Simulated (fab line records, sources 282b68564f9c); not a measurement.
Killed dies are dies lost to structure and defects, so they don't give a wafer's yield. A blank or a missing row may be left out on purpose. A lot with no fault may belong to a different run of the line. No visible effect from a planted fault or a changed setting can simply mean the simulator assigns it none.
Split-lot trial ; flow rit_cmos ; 23 wafers read across 5 lots, on a route 202 steps long

THE SPLIT ITSELF
At RIT_M1_EXPOSE_06 (exposes mask M12, target cd 2600 nm), the setting dose_mj was moved away from the recipe's 250 on 7 of the 23 wafers read, by -5.3% to +6.7%. All remaining wafers had this setting at the recipe value.

FROM THE SPLIT TO THE READING: what the file shows between them, 2 steps
- RIT_M1_PEB_07
- RIT_M1_DEVELOP_08: develop time 68 s

THE READING
cd_nm, in nm, at RIT_M1_CD_MEAS_09 (target cd 2600 nm). A value of 2600.0 nm with a standard deviation of 2.4 nm is what fault-free wafers of this fab line usually give.

wafer;tool, chamber at the split;dose_mj as run;against the recipe;cd_nm, nm;against lot-mates on the recipe
L076.1;iline_stepper-02, 0;250;recipe;2597.6;-
L076.2;iline_stepper-02, 0;250;recipe;2599.2;-
L076.3;iline_stepper-02, 0;236.8;-5.3%;2611.5;+13.9
L076.4;iline_stepper-02, 0;236.8;-5.3%;2609.8;+12.2
L076.6;iline_stepper-02, 0;250;recipe;2596.0;-
L077.1;iline_stepper-01, 0;266.7;+6.7%;2579.0;-19.7
L077.3;iline_stepper-01, 0;266.7;+6.7%;2580.4;-18.3
L077.4;iline_stepper-01, 0;250;recipe;2597.5;-
L077.5;iline_stepper-01, 0;250;recipe;2599.9;-
L077.6;iline_stepper-01, 0;266.7;+6.7%;2581.4;-17.3
L079.2;iline_stepper-02, 0;250;recipe;2600.8;-
L079.3;iline_stepper-02, 0;250;recipe;2602.1;-
L079.4;iline_stepper-02, 0;250;recipe;2601.7;-
L079.5;iline_stepper-02, 0;250;recipe;2601.0;-
L079.6;iline_stepper-02, 0;250;recipe;2600.2;-
L081.2;iline_stepper-01, 0;260.5;+4.2%;2588.2;-11.1
L081.3;iline_stepper-01, 0;250;recipe;2599.1;-
L081.4;iline_stepper-01, 0;250;recipe;2600.2;-
L081.5;iline_stepper-01, 0;260.5;+4.2%;2589.8;-9.5
L081.6;iline_stepper-01, 0;250;recipe;2598.6;-
L084.1;iline_stepper-02, 0;250;recipe;2598.4;-
L084.3;iline_stepper-02, 0;250;recipe;2599.9;-
L084.5;iline_stepper-02, 0;250;recipe;2597.0;-

FIT RESULTS
A straight line over all 23 wafers: cd_nm changes by -2.58 nm for each +1% of dose_mj; r = -0.98; the points scatter about the line by 1.8 nm.
The same after taking each lot's own level away (the mean of its wafers on the recipe; 23 wafers): -2.63 nm for each +1%; r = -0.99; scatter 1.1 nm.
Per that fit: largest dose_mj move, reading shift of 18 nm.
From 2597.60 to 2601.16 nm: that is the span of the lots' own levels, equal to 1.5 times the standard deviation above.
The two slopes agree, so the slope changes little with the lot-to-lot level.
Check: -17.2 nm against its lot-mates is what the line predicts for one of the wafers moved furthest among these (+6.7%) when that wafer is left out of the fit. Against them it came out at -19.7 nm.

THE OTHER SPLITS THESE WAFERS WENT THROUGH
Before the reading, these wafers also passed through other splits. Each is held against what the fit with the lots' levels taken away leaves over:
other split on the same wafers;wafers away from the commonest value;r with cd_nm (lot level and that fit taken away)
RIT_NWELL_IMPLANT_08 energy_kev;7;+0.04
RIT_NRETRO_COAT_01 resist_thk_nm;9;+0.32
RIT_NRETRO_IMPLANT_08 energy_kev;7;-0.18
RIT_PRETRO_IMPLANT_08 energy_kev;7;+0.14
RIT_GATE_OXIDATION_05 temp_c;15;-0.21
RIT_PLDD_COAT_01 spin_rpm;9;+0.39
RIT_NSD_IMPLANT_08 dose_cm2;9;+0.01
RIT_PSD_IMPLANT_08 energy_kev;5;+0.04
RIT_SILICIDE_SPUTTER_01 power_w;7;-0.25

THE FILE'S OWN FIT
cd_nm changes by -2.61 nm for each +1% of dose_mj, r = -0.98.
